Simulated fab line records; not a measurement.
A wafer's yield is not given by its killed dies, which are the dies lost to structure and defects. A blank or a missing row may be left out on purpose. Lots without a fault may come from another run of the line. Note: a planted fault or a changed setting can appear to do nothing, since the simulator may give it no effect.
Split-lot study :: flow berkeleyCmos170 :: route with 331 steps; 5 lots, 23 wafers read

THE SPLIT ITSELF
At UCB170_SILICIDE_SPUTTER_01 (material Ti, target thk 30 nm, time 25 s), the setting timeS was moved away from the recipe's 25 s on 8 of the 23 wafers read, by -5.3% to +12.3%. This setting was run at the recipe's value on the other wafers.

FROM SPLIT TO READING: 1 step shown by the file between the two
- UCB170_SILICIDE_RS_MEAS_02: measures by four-point-probe

THE READING
SILICIDE_TI_THK, in nm, at UCB170_SILICIDE_THK_MEAS_03 (measures by xrf). Typical for fault-free wafers on this fab line: 30.2 nm, with standard deviation 0.33 nm.

wafer: L077.1
tool, chamber at the split: pvdSputter-01, -
timeS as run, s: 25
against the recipe: recipe
SILICIDE_TI_THK, nm: 30.4
against lot-mates on the recipe: -

wafer: L077.2
tool, chamber at the split: pvdSputter-01, -
timeS as run, s: 28.07
against the recipe: +12.3%
SILICIDE_TI_THK, nm: 34.2
against lot-mates on the recipe: +3.8

wafer: L077.3
tool, chamber at the split: pvdSputter-01, -
timeS as run, s: 28.07
against the recipe: +12.3%
SILICIDE_TI_THK, nm: 34.2
against lot-mates on the recipe: +3.8

wafer: L077.5
tool, chamber at the split: pvdSputter-01, -
timeS as run, s: 25
against the recipe: recipe
SILICIDE_TI_THK, nm: 30.5
against lot-mates on the recipe: -

wafer: L077.6
tool, chamber at the split: pvdSputter-01, -
timeS as run, s: 28.07
against the recipe: +12.3%
SILICIDE_TI_THK, nm: 34.0
against lot-mates on the recipe: +3.6

wafer: L078.1
tool, chamber at the split: pvdSputter-04, -
timeS as run, s: 25
against the recipe: recipe
SILICIDE_TI_THK, nm: 30.6
against lot-mates on the recipe: -

wafer: L078.4
tool, chamber at the split: pvdSputter-04, -
timeS as run, s: 25
against the recipe: recipe
SILICIDE_TI_THK, nm: 29.9
against lot-mates on the recipe: -

wafer: L078.5
tool, chamber at the split: pvdSputter-04, -
timeS as run, s: 25
against the recipe: recipe
SILICIDE_TI_THK, nm: 30.6
against lot-mates on the recipe: -

wafer: L082.1
tool, chamber at the split: pvdSputter-01, -
timeS as run, s: 25
against the recipe: recipe
SILICIDE_TI_THK, nm: 30.5
against lot-mates on the recipe: -

wafer: L082.2
tool, chamber at the split: pvdSputter-01, -
timeS as run, s: 23.68
against the recipe: -5.3%
SILICIDE_TI_THK, nm: 28.8
against lot-mates on the recipe: -1.6

wafer: L082.3
tool, chamber at the split: pvdSputter-01, -
timeS as run, s: 25
against the recipe: recipe
SILICIDE_TI_THK, nm: 30.4
against lot-mates on the recipe: -

wafer: L082.5
tool, chamber at the split: pvdSputter-01, -
timeS as run, s: 25
against the recipe: recipe
SILICIDE_TI_THK, nm: 30.2
against lot-mates on the recipe: -

wafer: L082.6
tool, chamber at the split: pvdSputter-01, -
timeS as run, s: 23.68
against the recipe: -5.3%
SILICIDE_TI_THK, nm: 28.9
against lot-mates on the recipe: -1.5

wafer: L081.1
tool, chamber at the split: pvdSputter-02, -
timeS as run, s: 25
against the recipe: recipe
SILICIDE_TI_THK, nm: 30.4
against lot-mates on the recipe: -

wafer: L081.2
tool, chamber at the split: pvdSputter-02, -
timeS as run, s: 25
against the recipe: recipe
SILICIDE_TI_THK, nm: 30.5
against lot-mates on the recipe: -

wafer: L081.3
tool, chamber at the split: pvdSputter-02, -
timeS as run, s: 25
against the recipe: recipe
SILICIDE_TI_THK, nm: 30.2
against lot-mates on the recipe: -

wafer: L081.4
tool, chamber at the split: pvdSputter-02, -
timeS as run, s: 25
against the recipe: recipe
SILICIDE_TI_THK, nm: 30.5
against lot-mates on the recipe: -

wafer: L081.6
tool, chamber at the split: pvdSputter-02, -
timeS as run, s: 25
against the recipe: recipe
SILICIDE_TI_THK, nm: 30.3
against lot-mates on the recipe: -

wafer: L085.1
tool, chamber at the split: pvdSputter-02, -
timeS as run, s: 26.44
against the recipe: +5.8%
SILICIDE_TI_THK, nm: 32.1
against lot-mates on the recipe: +1.7

wafer: L085.2
tool, chamber at the split: pvdSputter-02, -
timeS as run, s: 26.44
against the recipe: +5.8%
SILICIDE_TI_THK, nm: 32.4
against lot-mates on the recipe: +2.0

wafer: L085.3
tool, chamber at the split: pvdSputter-02, -
timeS as run, s: 25
against the recipe: recipe
SILICIDE_TI_THK, nm: 30.5
against lot-mates on the recipe: -

wafer: L085.4
tool, chamber at the split: pvdSputter-02, -
timeS as run, s: 25
against the recipe: recipe
SILICIDE_TI_THK, nm: 30.3
against lot-mates on the recipe: -

wafer: L085.5
tool, chamber at the split: pvdSputter-02, -
timeS as run, s: 26.44
against the recipe: +5.8%
SILICIDE_TI_THK, nm: 32.1
against lot-mates on the recipe: +1.7

FIT RESULTS
A straight line over all 23 wafers: SILICIDE_TI_THK changes by +0.304 nm for each +1% of timeS; r = +0.99; the points scatter about the line by 0.17 nm.
The same after taking each lot's own level away (the mean of its wafers on the recipe; 23 wafers): +0.3 nm for each +1%; r = +0.99; scatter 0.17 nm.
That fit puts the effect of the largest move of timeS on the reading at 3.7 nm.
The span of the lots' own levels, 30.37 to 30.45 nm, comes to 0.3 times the standard deviation stated above.
So the lot-to-lot level changes the slope little: the two slopes agree.
Check: for one of the wafers moved furthest among these (+12.3%), held out of the fit, the line's prediction against its lot-mates is +3.68 nm. Against them it came out at +3.75 nm.

ADDITIONAL SPLITS CARRIED BY THESE WAFERS
Before the reading, these wafers also passed through other splits. Each is held against what the fit with the lots' levels taken away leaves over:
other split on the same wafers: UCB170_PSD_PEB_04 pebTempC
wafers away from the commonest value: 8
r with SILICIDE_TI_THK (lot level and that fit taken away): -0.01

THE WHOLE CHAIN: every reading that the file lists as answering this split, in the file's order
step: UCB170_SILICIDE_SPUTTER_01
what it does: material Ti, target thk 30 nm, time 25 s
reading: Ti_of_SILICIDE_SPUTTER_01.thkNm (the simulator's own value, which no gauge read)
change (the file's fit): +0.296 nm for each +1% of the setting
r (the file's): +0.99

step: UCB170_SILICIDE_RS_MEAS_02
what it does: measures by four-point-probe
reading: SILICIDE_TI_RS
change (the file's fit): -0.268 for each +1% of the setting
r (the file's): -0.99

step: UCB170_SILICIDE_THK_MEAS_03
what it does: measures by xrf
reading: SILICIDE_TI_THK
change (the file's fit): +0.302 for each +1% of the setting
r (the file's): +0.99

THE FILE'S OWN FIT
SILICIDE_TI_THK changes by +0.302 nm for each +1% of timeS, r = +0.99.
